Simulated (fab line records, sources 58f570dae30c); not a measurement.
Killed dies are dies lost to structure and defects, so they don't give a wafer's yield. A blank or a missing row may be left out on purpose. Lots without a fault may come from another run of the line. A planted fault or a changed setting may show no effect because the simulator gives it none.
Which tool did it? | flow berkeley_cmos170 | 14 lots, 42 wafers sampled, at 3 steps of a route of 331

WHAT THE GAUGES READ, wafer by wafer
UCB170_START_THK_MEAS_03.
lot  | measured    | on            | START_OXIDE_THK (nm)
L238 | day 1 12:07 | film_metro-04 | 19.6 19.3 19.4
L240 | day 1 21:48 | film_metro-04 | 20.1 20.0 20.5
L241 | day 2 05:15 | film_metro-04 | 19.6 19.8 20.0
L242 | day 2 13:07 | film_metro-04 | 20.4 19.9 20.6
L245 | day 3 03:40 | film_metro-04 | 20.9 20.9 20.9
L246 | day 3 03:40 | film_metro-01 | 20.4 20.8 20.6
L247 | day 3 10:57 | film_metro-01 | 19.9 19.6 19.7
L249 | day 3 22:47 | film_metro-01 | 19.5 19.4 19.6
L251 | day 4 07:08 | film_metro-03 | 19.6 19.7 19.2
L254 | day 4 23:43 | film_metro-01 | 20.4 20.4 20.5
L255 | day 5 02:56 | film_metro-01 | 19.2 19.0 19.0
L257 | day 5 14:11 | film_metro-01 | 20.5 20.2 20.7
L258 | day 5 18:12 | film_metro-03 | 19.9 19.5 19.6
L261 | day 6 13:25 | film_metro-03 | 19.6 19.6 19.8

UCB170_NWELL_THK_MEAS_05.
lot  | measured    | on            | NWELL_NITRIDE_THK (nm)
L238 | day 2 09:13 | film_metro-03 | 228.4 226.2 225.5
L240 | day 2 20:00 | film_metro-02 | 222.8 222.7 223.7
L241 | day 3 03:32 | film_metro-02 | 222.6 219.3 222.5
L242 | day 3 10:34 | film_metro-02 | 224.1 223.2 223.5
L245 | day 4 00:31 | film_metro-02 | 225.5 225.3 224.6
L246 | day 4 00:31 | film_metro-01 | 222.8 221.9 221.8
L247 | day 4 00:30 | film_metro-03 | 222.4 222.1 222.2
L249 | day 4 15:37 | film_metro-02 | 225.2 223.7 223.3
L251 | day 4 23:08 | film_metro-03 | 226.3 223.9 226.1
L254 | day 5 18:38 | film_metro-02 | 223.9 220.5 221.2
L255 | day 5 18:41 | film_metro-02 | 222.9 222.1 220.5
L257 | day 6 11:20 | film_metro-03 | 224.1 222.6 225.7
L258 | day 6 17:19 | film_metro-01 | 221.8 223.6 223.7
L261 | day 7 09:40 | film_metro-02 | 221.6 223.3 221.9

UCB170_NWELL_TW_MEAS_16.
lot  | measured    | on            | NWELL_TW
L238 | day 2 10:38 | film_metro-02 | 1253 1253 1257
L240 | day 2 21:32 | film_metro-02 | 1253 1250 1248
L241 | day 3 05:45 | film_metro-02 | 1260 1256 1255
L242 | day 3 12:19 | film_metro-03 | 1243 1247 1241
L245 | day 4 01:52 | film_metro-02 | 1252 1253 1249
L246 | day 4 01:58 | film_metro-03 | 1249 1244 1255
L247 | day 4 02:10 | film_metro-02 | 1245 1247 1248
L249 | day 4 18:42 | film_metro-01 | 1265 1266 1266
L251 | day 5 00:29 | film_metro-01 | 1265 1270 1267
L254 | day 5 20:32 | film_metro-02 | 1261 1265 1269
L255 | day 5 20:48 | film_metro-03 | 1239 1243 1242
L257 | day 6 12:45 | film_metro-02 | 1258 1258 1261
L258 | day 6 18:37 | film_metro-02 | 1262 1261 1269
L261 | day 7 11:52 | film_metro-01 | 1263 1268 1264

WHICH TOOL RAN EACH LOT (tool, then ch and the chambers of the sampled wafers, then the start)
The record holds no process step before these readings.

WHAT THE TOOLS THEMSELVES READ (means of the sampled wafers that have a number; where no wafer has one, the mark that the record gives instead)
The record holds no such reading with a usual standard deviation.

THE ANSWER, worked out from the rows above alone
Rule: what is usual is taken from the lots themselves. Put in order of their means at a reading, lots are off if they are a third of the lots or fewer, leave a main group of 4 or more, and stand apart from it by a gap of 3 or more times the standard deviation of the main group's means; of several such gaps the widest counts. A main group whose means are all the same, to the digits that the tables above print for the reading, isn't used. A lot without any number at a reading at which 4 lots or more have one is off too. The other lots that the step has rows for count as sound. The gauges are gone through in route order, then the tools' own readings, and for those a lot's mean is taken as printed above. The first step at which some lot is off is used, and at that step the reading that is off furthest; a lot without a number counts as furthest.
No lot is off at any reading shown: from this, nothing can be told.

WHAT THE SIMULATOR HAD PUT IN
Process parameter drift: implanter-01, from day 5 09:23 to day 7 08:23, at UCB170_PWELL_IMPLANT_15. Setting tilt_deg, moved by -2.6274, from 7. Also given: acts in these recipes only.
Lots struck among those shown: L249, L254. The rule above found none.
